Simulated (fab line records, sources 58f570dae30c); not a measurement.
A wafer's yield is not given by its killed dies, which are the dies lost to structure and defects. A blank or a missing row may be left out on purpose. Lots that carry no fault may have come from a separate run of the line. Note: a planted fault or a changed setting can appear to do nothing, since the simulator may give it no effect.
Commonality check across tools ; flow berkeley cmos170 ; 15 lots and 45 wafers in the sample

## WHY THIS WAS OPENED
3 of 15 lots carry a flag on the reading NWELL_TW at UCB170_NWELL_TW_MEAS_16. Fault-free wafers read 1253, with a standard deviation of 7.1.
Rule: a lot gets a flag if all its wafers with a number sit over 4 standard deviations from that mean, or if no wafer of it has a number. All remaining lots are regarded as sound.

lot;measured;on;NWELL_TW, wafer by wafer;flag
L634;day 2 20:56;film metro-02;1240 1248 1241;
L635;day 3 00:05;film metro-03;1257 1258 1260;
L639;day 3 18:17;film metro-01;1253 1257 1252;
L640;day 4 05:20;film metro-01;1247 1249 1248;
L641;day 4 05:36;film metro-02;1349 1343 1347;FLAGGED
L642;day 4 11:14;film metro-01;1355 1357 1354;FLAGGED
L644;day 5 00:54;film metro-01;1371 1369 1369;FLAGGED
L646;day 5 05:28;film metro-03;1252 1255 1261;
L647;day 5 05:38;film metro-02;1247 1245 1244;
L648;day 5 05:47;film metro-01;1257 1248 1254;
L649;day 5 15:38;film metro-03;1248 1256 1255;
L650;day 6 02:04;film metro-01;1246 1250 1250;
L652;day 6 08:02;film metro-03;1255 1266 1256;
L653;day 6 16:26;film metro-03;1259 1265 1259;
L656;day 7 02:04;film metro-01;1255 1256 1245;
On average the flagged lots' numbers are 1357, which is +104 against the usual, or +15 standard deviations.

## EACH LOT AND THE TOOL IT RAN ON
The record holds 1 process step before the reading, out of a route of 331 steps. Cell contents, in order: the tool; ch with the chambers the sampled wafers went through; the start.
lot;flag;UCB170_NWELL_IMPLANT_14
L634;;implanter-04 ch 0, day 2 20:39
L635;;implanter-01 ch 0, day 2 23:52
L639;;implanter-04 ch 0, day 3 18:04
L640;;implanter-02 ch 0, day 4 05:05
L641;FLAGGED;implanter-04 ch 0, day 4 05:21
L642;FLAGGED;implanter-04 ch 0, day 4 11:01
L644;FLAGGED;implanter-04 ch 0, day 5 00:41
L646;;implanter-02 ch 0, day 5 05:14
L647;;implanter-02 ch 0, day 5 05:23
L648;;implanter-01 ch 0, day 5 05:33
L649;;implanter-02 ch 0, day 5 15:25
L650;;implanter-02 ch 0, day 6 01:49
L652;;implanter-02 ch 0, day 6 07:47
L653;;implanter-02 ch 0, day 6 16:12
L656;;implanter-01 ch 0, day 7 01:49
What the steps here do:
- UCB170_NWELL_IMPLANT_14
- UCB170_NWELL_TW_MEAS_16

## FLAGGED AGAINST TOTAL, ONE TOOL AT A TIME (gauges that did the reading follow at the end)
step;tool;lots run;flagged;share of the flagged lots;sound lots run after its first flagged lot
UCB170_NWELL_IMPLANT_14;implanter-01;3;0;none;-
UCB170_NWELL_IMPLANT_14;implanter-02;7;0;none;-
UCB170_NWELL_IMPLANT_14;implanter-04;5;3;all;0
UCB170_NWELL_TW_MEAS_16;film metro-01;7;2;some;3 (L648,L650,L656)
UCB170_NWELL_TW_MEAS_16;film metro-02;3;1;some;1 (L647)
UCB170_NWELL_TW_MEAS_16;film metro-03;5;0;none;-

## WHAT THE TABLE PERMITS
1 row of the table ran every flagged lot: implanter-04 at UCB170_NWELL_IMPLANT_14.
- implanter-04 at UCB170_NWELL_IMPLANT_14 ran 5 lots, 3 of them flagged. A fault beginning between L639 (day 3 18:04), its last sound lot, and L641 (day 4 05:21), its first flagged one, fits the data. Its own readings (dose ions cm2, faraday current uA) fall more than 4 standard deviations out on all wafers of the flagged lots.
One tool is left: implanter-04 at UCB170_NWELL_IMPLANT_14.

## WHAT WAS PUT IN BY THE SIMULATOR
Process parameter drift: implanter-04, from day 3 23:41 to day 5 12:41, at UCB170_NWELL_IMPLANT_14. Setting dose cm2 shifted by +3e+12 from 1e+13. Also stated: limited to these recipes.
Lots struck among those shown: L641, L642, L644. The same result came from the rule above.
